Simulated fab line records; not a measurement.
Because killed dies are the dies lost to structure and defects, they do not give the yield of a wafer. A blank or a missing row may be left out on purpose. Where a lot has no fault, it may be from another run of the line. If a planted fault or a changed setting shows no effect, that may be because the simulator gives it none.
2 desks, one fault	flow ritCmos	each desk has only its own numbers; what lay behind them comes last

## METROLOGY DESK
What the gauges read for every lot (on any tool): the sampled wafers with a number, averaged. A lot is out of limits, marked OUT, if its mean lies more than 4 standard deviations from the usual mean; the brackets give that distance.
Columns: A = GATE_OXIDE_THK at RIT_GATE_THK_MEAS_07, usual 3.00 nm
lot	first seen here	A
L361	day 2 15:14	2.98
L363	day 3 01:57	3.16
L364	day 3 02:06	3.05
L367	day 3 21:42	3.71 (+9.9) OUT
L368	day 4 01:11	3.67 (+9.3) OUT
L373	day 5 02:29	2.88
L377	day 5 22:23	2.97
L378	day 6 01:09	2.98
L379	day 6 07:55	3.11
L380	day 6 13:53	3.02
L381	day 6 17:23	2.92
L382	day 6 21:46	2.94
L383	day 7 03:59	3.01
L384	day 7 09:28	3.01
Per this desk, out of limits: L367, L368; the first was L367, day 3 21:42 (GATE_OXIDE_THK at RIT_GATE_THK_MEAS_07). L361, L363, L364, L373, L377, L378, L379, L380, L381, L382, L383, L384: within limits.

## DESK OF THE TOOL OWNER: furnace-01
The tool's own readings at RIT_GATE_OXIDATION_05 (target thk 3 nm, ox time 270 s): means of the sampled wafers that have a number, for each lot that ran on this tool. A lot is out of limits, marked OUT, if its mean lies more than 4 standard deviations from the usual mean; the brackets give that distance.
Columns: A = spikeTcCentreC at RIT_GATE_OXIDATION_05, usual 902.6 C; B = spikeTcLoadC at RIT_GATE_OXIDATION_05, usual 923.2 C; C = spikeTcSourceC at RIT_GATE_OXIDATION_05, usual 923.1 C; D = tubeCenterTempC at RIT_GATE_OXIDATION_05, usual 900 C; E = tube_center_temp_C_max at RIT_GATE_OXIDATION_05, usual 902.3; F = zonePowerLoadPct at RIT_GATE_OXIDATION_05, usual 27.1 %
lot	first seen here	A	B	C	D	E	F
L363	day 2 23:41	901.3	924.9	924.0	900	902.7	27.9
L364	day 3 00:45	902.1	925.9	923.0	900	902.6	27.6
L367	day 3 19:03	916.5 (+15) OUT	941.3 (+7.3) OUT	939.2 (+5.5) OUT	915 (+99 or more) OUT	917.3 (+40) OUT	28.4
L368	day 3 21:41	917.4 (+16) OUT	941.3 (+7.2) OUT	938.1 (+5.2) OUT	915 (+99 or more) OUT	917.2 (+39) OUT	28.5
L380	day 6 11:19	901.8	925.9	922.8	900	902.5	27.5
L381	day 6 15:21	902.0	926.9	923.6	900	902.0	27.6
L384	day 7 06:47	901.9	926.0	924.5	900	902.4	27.6
This desk finds L367, L368 out of limits, L367 being first, at day 3 19:03 (spikeTcCentreC at RIT_GATE_OXIDATION_05). L363, L364, L380, L381, L384: within limits.

## PUT TOGETHER
On L367, L368, at day 3 19:03, an alarm was possible from the tool owner's desk.
L367, L368 would have let the metrology desk raise an alarm at day 3 21:42.
The lots listed all ran RIT_GATE_OXIDATION_05 on furnace-01.

## WHAT THE SIMULATOR HAD INSERTED
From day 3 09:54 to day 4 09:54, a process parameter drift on furnace-01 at RIT_GATE_OXIDATION_05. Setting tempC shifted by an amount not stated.
Shown lots that were struck: L367, L368.
Fault start to first reading out of limits, in hours, per desk: tool owner, 9; metrology, 12.
